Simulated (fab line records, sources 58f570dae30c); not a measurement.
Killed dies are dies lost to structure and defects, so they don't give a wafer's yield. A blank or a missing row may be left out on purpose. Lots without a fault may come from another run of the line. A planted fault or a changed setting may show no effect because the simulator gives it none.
A struck lot beside a sound one | flow berkeley_cmos170 | 37 steps out of a route of 331
Sound: wafers L629.1, L629.3, L629.6. Struck: wafers L637.1, L637.4, L637.5. The cause comes at the end.
At each step with rows: each side's tool, then ch and its chambers, then its first start. Under that, the readings that differ: sound wafers | struck wafers | difference of the means | sigmas: that difference in standard deviations of wafers without a fault.
alike: readings whose means differ by less than 2 such deviations, and words and numbers that are the same on both sides. not compared: withheld readings, readings that some wafer has no value for, bounds like >300 that may hide the same value, and numbers for which the record gives no deviation and whose values overlap.
The two part at a step that has a row with sigmas, a row that says differs or no value, or rows on one side only. Numbers that don't overlap but have no deviation are shown without sigmas and don't part them. A reading that every wafer of one side lacks parts them only if that side has two wafers or more.

UCB170_SPACER_CVD_00: deposits SiO2 from TEOS/O2, target thk 376 nm, time 47 s.
  sound on pecvd-02 ch 0,2, day 8 02:44; struck on pecvd-02 ch 0,2, day 10 00:35
  alike: heater_power_w
UCB170_SPACER_THK_MEAS_01:
  sound on film_metro-01, day 8 02:47; struck on film_metro-04, day 10 00:37
  alike: SPACER_TEOS_THK
then, 1 step without rows for these wafers: UCB170_SPACER_ANNEAL_02 (time 1800 s).
UCB170_SPACER_ETCHBACK_03: etches SiO2 in CHF3/CF4/Ar, stops on Si, target depth 376 nm, time 100 s.
  sound on rie_diel-03 ch 0,1, day 8 05:44; struck on rie_diel-04 ch 0,1, day 10 07:53
  alike: cf4_flow_sccm, drypump_motor_current_A, oes_product_au, throttle_valve_pct
  not compared: rf_hours_counter_h
then, 6 steps without rows for these wafers: UCB170_PSD_HMDS_00 (prime time 60 s); UCB170_PSD_COAT_01 (resist thk 900 nm); UCB170_PSD_SOFTBAKE_02 (time 60 s); UCB170_PSD_EXPOSE_03 (exposes mask PSELECT MOD, target cd 1200 nm); UCB170_PSD_PEB_04; UCB170_PSD_DEVELOP_05 (develop time 45 s).
UCB170_PSD_CD_MEAS_06: target cd 1200 nm.
  sound on cd_sem-02, day 8 07:19; struck on cd_sem-01, day 10 09:11
  reading    | sound                | struck               | difference | sigmas
  cd_nm (nm) | 1200.6 1202.0 1201.3 | 1197.9 1198.3 1199.2 | -2.8       | -2
UCB170_PSD_OVL_MEAS_07:
  sound on overlay-02, day 8 07:26; struck on overlay-02, day 10 09:18
  alike: PSD_OVL
UCB170_PSD_IMPLANT_08:
  sound on implanter-04 ch 0, day 8 07:28; struck on implanter-03 ch 0, day 10 09:20
  reading                   | sound             | struck            | difference | sigmas
  implant_ion_amu           | 11 11 11          | 31 31 31          | +20        |
  model.implant.rp_nm (nm)  | 66.8 66.8 66.8    | 28.24 28.24 28.24 | -38.56     |
  model.implant.drp_nm (nm) | 28.34 28.34 28.34 | 12.97 12.97 12.97 | -15.37     |
  alike: beam_on_s
UCB170_PSD_STRIP_09: strips in O2.
  sound on plasma_asher-02 ch 0, day 8 07:37; struck on plasma_asher-04 ch 0,1, day 10 09:29
  reading                      | sound             | struck            | difference | sigmas
  oes_product_au (a.u.)        | 0.601 0.597 0.603 | 0.604 0.616 0.612 | +0.010     | +2
  strip_time_to_endpoint_s (s) | 29.45 29.44 29.39 | 28.75 28.75 28.68 | -0.70      | -10
  alike: drypump_motor_current_A
  not compared: rf_hours_counter_h
UCB170_PSD_TW_MEAS_10:
  sound on film_metro-01, day 8 07:43; struck on film_metro-04, day 10 09:35
  reading | sound          | struck         | difference | sigmas
  PSD_TW  | 2325 2324 2309 | 3447 3452 3468 | +1136      | +57
then, 7 steps without rows for these wafers: UCB170_PSD_CLEAN_11 (cleans in SPM, time 600 s); UCB170_NSD_HMDS_00 (prime time 60 s); UCB170_NSD_COAT_01 (resist thk 900 nm); UCB170_NSD_SOFTBAKE_02 (time 60 s); UCB170_NSD_EXPOSE_03 (exposes mask NSELECT MOD, target cd 1200 nm); UCB170_NSD_PEB_04; UCB170_NSD_DEVELOP_05 (develop time 45 s).
UCB170_NSD_CD_MEAS_06: target cd 1200 nm.
  sound on cd_sem-02, day 8 10:00; struck on cd_sem-01, day 10 13:29
  alike: cd_nm
UCB170_NSD_OVL_MEAS_07:
  sound on overlay-01, day 8 10:07; struck on overlay-02, day 10 13:37
  alike: NSD_OVL
then, 1 step without rows for these wafers: UCB170_NSD_IMPLANT_08.
UCB170_NSD_STRIP_09: strips in O2.
  sound on plasma_asher-02 ch 0,1, day 8 10:19; struck on plasma_asher-01 ch 0,1, day 10 13:48
  alike: drypump_motor_current_A, oes_product_au, strip_time_to_endpoint_s
  not compared: rf_hours_counter_h
UCB170_NSD_TW_MEAS_10:
  sound on film_metro-03, day 8 10:25; struck on film_metro-01, day 10 13:54
  alike: NSD_TW
then, 6 steps without rows for these wafers: UCB170_NSD_CLEAN_11 (cleans in SPM, time 600 s); UCB170_BACKSIDE_HMDS_00 (prime time 60 s); UCB170_BACKSIDE_COAT_01 (resist thk 900 nm); UCB170_BACKSIDE_SOFTBAKE_02 (time 60 s); UCB170_BACKSIDE_STRIP_03 (strips in O2); UCB170_BACKSIDE_CLEAN_04 (cleans in SPM, time 600 s).
UCB170_SDANNEAL_RTA_00: time 10 s.
  sound on rtp_anneal-02 ch 0, day 8 11:22; struck on rtp_anneal-02 ch 0, day 10 14:52
  alike: chamber_o2_ppm, lamp_power_pct, wafer_temp_C_max
UCB170_SDANNEAL_RTA_01: time 5 s.
  sound on rtp_anneal-02 ch 0, day 8 11:26; struck on rtp_anneal-02 ch 0, day 10 14:59
  alike: chamber_o2_ppm, lamp_power_pct, wafer_temp_C_max
UCB170_SDANNEAL_RS_MEAS_02: measures by four-point-probe.
  sound on film_metro-01, day 8 11:29; struck on film_metro-04, day 10 15:07
  reading         | sound             | struck            | difference | sigmas
  PSD_RS (ohm/sq) | 75.61 75.40 75.28 | 34.89 34.78 34.86 | -40.59     | -99 or more
UCB170_SDANNEAL_RS_MEAS_03: measures by four-point-probe.
  sound on film_metro-01, day 8 11:37; struck on film_metro-04, day 10 15:14
  alike: NSD_RS

WHERE THEY PART
First at UCB170_PSD_CD_MEAS_06; last, within this record, at UCB170_SDANNEAL_RS_MEAS_02. Later steps at which nothing parts them and some readings are alike: UCB170_SDANNEAL_RS_MEAS_03.

WHY: what the simulator had put in
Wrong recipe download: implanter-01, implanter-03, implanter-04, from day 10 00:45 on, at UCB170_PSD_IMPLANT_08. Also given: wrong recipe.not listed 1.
